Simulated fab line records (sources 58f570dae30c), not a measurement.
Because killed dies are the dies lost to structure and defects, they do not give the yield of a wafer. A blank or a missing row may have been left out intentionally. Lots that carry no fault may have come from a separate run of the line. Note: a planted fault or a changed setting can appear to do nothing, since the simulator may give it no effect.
Matching of chambers :: flow berkeley cmos170 :: UCB170_V1_CMP_02 on cmp-01: 4 sister chambers
The step polishes SiO2. 8 wafers are shown with their chamber, then 8 later ones without.

== EACH WAFER AND ITS CHAMBER ==
wafer: L760.4
chamber: 0
motor current A (A): 15.7
head pressure psi (psi): 6.006

wafer: L765.1
chamber: 0
motor current A (A): 15.8
head pressure psi (psi): 6.017

wafer: L764.3
chamber: 2
motor current A (A): 14.6
head pressure psi (psi): 6.018

wafer: L764.6
chamber: 1
motor current A (A): 15.0
head pressure psi (psi): 5.998

wafer: L770.1
chamber: 2
motor current A (A): 14.6
head pressure psi (psi): 6.017

wafer: L770.2
chamber: 3
motor current A (A): 16.0
head pressure psi (psi): 6.011

wafer: L770.3
chamber: 1
motor current A (A): 14.6
head pressure psi (psi): 5.980

wafer: L771.2
chamber: 3
motor current A (A): 17.1
head pressure psi (psi): 6.013

== WAFERS WITHOUT THEIR CHAMBER ==
wafer: L771.3
motor current A (A): 14.8
head pressure psi (psi): 6.016

wafer: L771.6
motor current A (A): 16.3
head pressure psi (psi): 6.016

wafer: L769.1
motor current A (A): 16.5
head pressure psi (psi): 6.001

wafer: L769.4
motor current A (A): 14.6
head pressure psi (psi): 5.996

wafer: L769.6
motor current A (A): 15.1
head pressure psi (psi): 6.007

wafer: L776.1
motor current A (A): 14.7
head pressure psi (psi): 6.011

wafer: L776.2
motor current A (A): 15.9
head pressure psi (psi): 5.965

wafer: L776.5
motor current A (A): 13.8
head pressure psi (psi): 6.007

== THE CHAMBER EACH PASSED THROUGH ==
wafer: L771.3
from the rows above: can't be placed: 2 or 0
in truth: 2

wafer: L771.6
from the rows above: can't be placed: 3 or 0
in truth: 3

wafer: L769.1
from the rows above: can't be placed: 3 or 0
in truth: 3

wafer: L769.4
from the rows above: can't be placed: 1 or 2
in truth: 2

wafer: L769.6
from the rows above: can't be placed: 0 or 2 or 1 or 3
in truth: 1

wafer: L776.1
from the rows above: can't be placed: 2 or 0
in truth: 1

wafer: L776.2
from the rows above: 1
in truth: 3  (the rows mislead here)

wafer: L776.5
from the rows above: can't be placed: 2 or 1
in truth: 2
0 of 8 placed correctly. Cannot be placed on the basis of these rows: 7; the candidates contain the true chamber in 6. Wrongly placed: 1.
How it was worked out, from the rows above alone: a wafer's distance from a chamber is the root of the sum, over the readings, of the square of ((its reading less the chamber's mean) divided by the reading's scatter). The wafer belongs to the nearest chamber; if the next one is less than 2 further off, it can't be placed. A chamber's mean is the mean of its shown wafers. The scatter: take each reading less its chamber's mean, square it, sum over the shown wafers, divide by the number of wafers less the number of chambers, and take the root.
